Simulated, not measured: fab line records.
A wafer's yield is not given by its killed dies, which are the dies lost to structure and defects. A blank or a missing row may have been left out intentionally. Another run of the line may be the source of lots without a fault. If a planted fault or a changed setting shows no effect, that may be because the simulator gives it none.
The tool behind it: which one? / flow rit-cmos / 14 lots with 41 wafers sampled at 5 steps, on a route of 202 steps

== WHAT THE GAUGES SHOWED, per wafer ==
RIT_ACTIVE_THK_MEAS_02.
lot=L765; measured=day 1 12:05; on=film-metro-03; ACTIVE_OXIDE_THK (nm)=46.2 46.2 46.0
lot=L766; measured=day 1 17:07; on=film-metro-02; ACTIVE_OXIDE_THK (nm)=44.5 43.8 44.0
lot=L767; measured=day 1 22:04; on=film-metro-01; ACTIVE_OXIDE_THK (nm)=44.7 44.5 44.4
lot=L768; measured=day 2 03:05; on=film-metro-03; ACTIVE_OXIDE_THK (nm)=44.6 44.1 44.8
lot=L769; measured=day 2 08:05; on=film-metro-01; ACTIVE_OXIDE_THK (nm)=44.7 43.9 44.7
lot=L770; measured=day 2 13:04; on=film-metro-01; ACTIVE_OXIDE_THK (nm)=36.9 36.3 37.2
lot=L771; measured=day 2 18:03; on=film-metro-03; ACTIVE_OXIDE_THK (nm)=46.4 45.0 46.2
lot=L776; measured=day 3 19:05; on=film-metro-02; ACTIVE_OXIDE_THK (nm)=40.1 38.7
lot=L779; measured=day 4 10:04; on=film-metro-02; ACTIVE_OXIDE_THK (nm)=46.4 46.0 45.6
lot=L780; measured=day 4 15:03; on=film-metro-03; ACTIVE_OXIDE_THK (nm)=46.2 46.1 45.4
lot=L783; measured=day 5 06:04; on=film-metro-03; ACTIVE_OXIDE_THK (nm)=47.6 46.2 46.5
lot=L786; measured=day 5 22:02; on=film-metro-02; ACTIVE_OXIDE_THK (nm)=44.3 44.3 45.0
lot=L787; measured=day 6 02:04; on=film-metro-01; ACTIVE_OXIDE_THK (nm)=45.6 45.3 46.3
lot=L788; measured=day 6 07:04; on=film-metro-02; ACTIVE_OXIDE_THK (nm)=46.2 46.6 46.2

RIT_NWELL_OVL_MEAS_06.
lot=L765; measured=day 1 21:27; on=overlay-02; NWELL_OVL (nm)=0.3 0.1 0.2
lot=L766; measured=day 2 01:32; on=overlay-02; NWELL_OVL (nm)=0.3 1.1 1.3
lot=L767; measured=day 2 06:16; on=overlay-02; NWELL_OVL (nm)=-1.6 -0.4 0.9
lot=L768; measured=day 2 12:41; on=overlay-02; NWELL_OVL (nm)=0.2 0.2 -0.7
lot=L769; measured=day 2 17:04; on=overlay-02; NWELL_OVL (nm)=0.9 2.1 1.9
lot=L770; measured=day 2 23:15; on=overlay-01; NWELL_OVL (nm)=0.2 -0.4 -0.4
lot=L771; measured=day 3 02:53; on=overlay-02; NWELL_OVL (nm)=-2.8 -2.4 -1.8
lot=L776; measured=day 4 03:13; on=overlay-01; NWELL_OVL (nm)=1.4 -0.8
lot=L779; measured=day 4 19:07; on=overlay-01; NWELL_OVL (nm)=1.2 1.5 1.3
lot=L780; measured=day 4 23:23; on=overlay-01; NWELL_OVL (nm)=-2.0 -0.6 0.3
lot=L783; measured=day 5 15:23; on=overlay-02; NWELL_OVL (nm)=-1.4 0.1 -1.2
lot=L786; measured=day 6 06:40; on=overlay-01; NWELL_OVL (nm)=-3.4 -1.4 -2.1
lot=L787; measured=day 6 11:03; on=overlay-02; NWELL_OVL (nm)=0.9 1.7 0.1
lot=L788; measured=day 6 15:28; on=overlay-01; NWELL_OVL (nm)=1.5 1.4 1.1

RIT_NRETRO_TW_MEAS_10.
lot=L765; measured=day 2 07:03; on=film-metro-01; NRETRO_TW=1043 1050 1042
lot=L766; measured=day 2 10:45; on=film-metro-02; NRETRO_TW=1057 1057 1054
lot=L767; measured=day 2 15:18; on=film-metro-01; NRETRO_TW=1044 1039 1043
lot=L768; measured=day 2 22:01; on=film-metro-01; NRETRO_TW=1047 1033 1042
lot=L769; measured=day 3 02:22; on=film-metro-03; NRETRO_TW=1059 1054 1054
lot=L770; measured=day 3 08:34; on=film-metro-03; NRETRO_TW=1059 1061 1057
lot=L771; measured=day 3 12:31; on=film-metro-03; NRETRO_TW=1056 1056 1058
lot=L776; measured=day 4 12:44; on=film-metro-03; NRETRO_TW=1052 1049
lot=L779; measured=day 5 04:21; on=film-metro-02; NRETRO_TW=1061 1053 1062
lot=L780; measured=day 5 09:16; on=film-metro-01; NRETRO_TW=1045 1040 1045
lot=L783; measured=day 6 01:44; on=film-metro-02; NRETRO_TW=1054 1058 1062
lot=L786; measured=day 6 15:50; on=film-metro-03; NRETRO_TW=1053 1060 1057
lot=L787; measured=day 6 20:21; on=film-metro-01; NRETRO_TW=1052 1048 1049
lot=L788; measured=day 7 01:26; on=film-metro-02; NRETRO_TW=1052 1060 1057

RIT_CONTACT_OVL_MEAS_09.
lot=L765; measured=day 3 06:14; on=overlay-01; CONTACT_OVL (nm)=1.1 2.2 2.0
lot=L766; measured=day 3 09:01; on=overlay-02; CONTACT_OVL (nm)=1.0 3.0 1.3
lot=L767; measured=day 3 14:39; on=overlay-01; CONTACT_OVL (nm)=0.8 2.9 3.0
lot=L768; measured=day 3 20:33; on=overlay-02; CONTACT_OVL (nm)=2.6 2.1 1.2
lot=L769; measured=day 3 23:50; on=overlay-02; CONTACT_OVL (nm)=3.8 3.9 4.1
lot=L770; measured=day 4 07:05; on=overlay-02; CONTACT_OVL (nm)=2.9 3.7 1.2
lot=L771; measured=day 4 12:11; on=overlay-02; CONTACT_OVL (nm)=-0.1 0.3 2.2
lot=L776; measured=day 5 12:05; on=overlay-02; CONTACT_OVL (nm)=2.3 2.2
lot=L779; measured=day 6 02:34; on=overlay-02; CONTACT_OVL (nm)=1.8 2.3 3.3
lot=L780; measured=day 6 08:46; on=overlay-02; CONTACT_OVL (nm)=1.7 3.0 1.8
lot=L783; measured=day 6 22:43; on=overlay-01; CONTACT_OVL (nm)=1.4 2.2 0.0
lot=L786; measured=day 7 13:05; on=overlay-02; CONTACT_OVL (nm)=0.8 1.9 0.8
lot=L787; measured=day 7 18:42; on=overlay-01; CONTACT_OVL (nm)=1.8 -0.7 0.0
lot=L788; measured=day 7 22:25; on=overlay-01; CONTACT_OVL (nm)=2.7 2.0 1.3

== WHAT TOOL EACH LOT RAN ON (gives the tool, then ch and the chambers of the sampled wafers, and finally the start) ==
lot=L765; RIT_ACTIVE_OXIDATION_01=furnace-04 ch 0, day 1 10:07
lot=L766; RIT_ACTIVE_OXIDATION_01=furnace-03 ch 0, day 1 15:10
lot=L767; RIT_ACTIVE_OXIDATION_01=furnace-04 ch 0, day 1 20:07
lot=L768; RIT_ACTIVE_OXIDATION_01=furnace-01 ch 0, day 2 01:07
lot=L769; RIT_ACTIVE_OXIDATION_01=furnace-01 ch 0, day 2 06:07
lot=L770; RIT_ACTIVE_OXIDATION_01=furnace-01 ch 0, day 2 11:07
lot=L771; RIT_ACTIVE_OXIDATION_01=furnace-04 ch 0, day 2 16:07
lot=L776; RIT_ACTIVE_OXIDATION_01=furnace-01 ch 0, day 3 17:07
lot=L779; RIT_ACTIVE_OXIDATION_01=furnace-04 ch 0, day 4 08:07
lot=L780; RIT_ACTIVE_OXIDATION_01=furnace-04 ch 0, day 4 13:07
lot=L783; RIT_ACTIVE_OXIDATION_01=furnace-04 ch 0, day 5 04:07
lot=L786; RIT_ACTIVE_OXIDATION_01=furnace-03 ch 0, day 5 20:05
lot=L787; RIT_ACTIVE_OXIDATION_01=furnace-04 ch 0, day 6 00:07
lot=L788; RIT_ACTIVE_OXIDATION_01=furnace-04 ch 0, day 6 05:07
- RIT_ACTIVE_OXIDATION_01: target thk 46.8 nm, ox time 3202 s.

== WHAT THE TOOLS THEMSELVES READ (means of the sampled wafers that have a number; where no wafer has one, the mark that the record gives instead) ==
The record holds no such reading with a usual standard deviation.

== THE ANSWER, worked out from the rows above alone ==
Rule: the usual values come from the lots themselves. The widest of any qualifying gaps counts: lots, ordered by their means at a reading, are off when they make up no more than a third of the lots, leave a main group of 4 or more, and stand apart from it by 3 or more times the standard deviation of that group's means. The tables above print the reading to a certain number of digits; a main group whose means all agree to those digits is not used. Also off: a lot with no number at a reading for which 4 or more lots have one. The other lots that the step has rows for count as sound. Order of review: gauges by route order, followed by the tools' own readings, for which a lot's mean as printed above is used. At the first step where some lot is off, the reading lying furthest off is the one used; lots without a number count as furthest.
Off: L770, L776, seen at RIT_ACTIVE_THK_MEAS_02 (ACTIVE_OXIDE_THK). The main group has a mean of 45.4 nm with a standard deviation of 0.87.
A tool fits if, at a process step before that reading, it ran every lot that is off, and no sound lot after the first of them. Those tools and the gauges at RIT_ACTIVE_THK_MEAS_02 are tried in the same way. One candidate fits, namely furnace-01 at RIT_ACTIVE_OXIDATION_01. Its last sound lot is L769 (day 2 06:07), its first lot that is off L770 (day 2 11:07): a fault that began between those two fits.

== WHAT WAS PUT IN BY THE SIMULATOR ==
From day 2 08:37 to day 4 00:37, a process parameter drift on furnace-01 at RIT_ACTIVE_OXIDATION_01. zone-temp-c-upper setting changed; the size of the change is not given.
Shown lots that were struck: L770, L776. The rule given above showed the same thing.
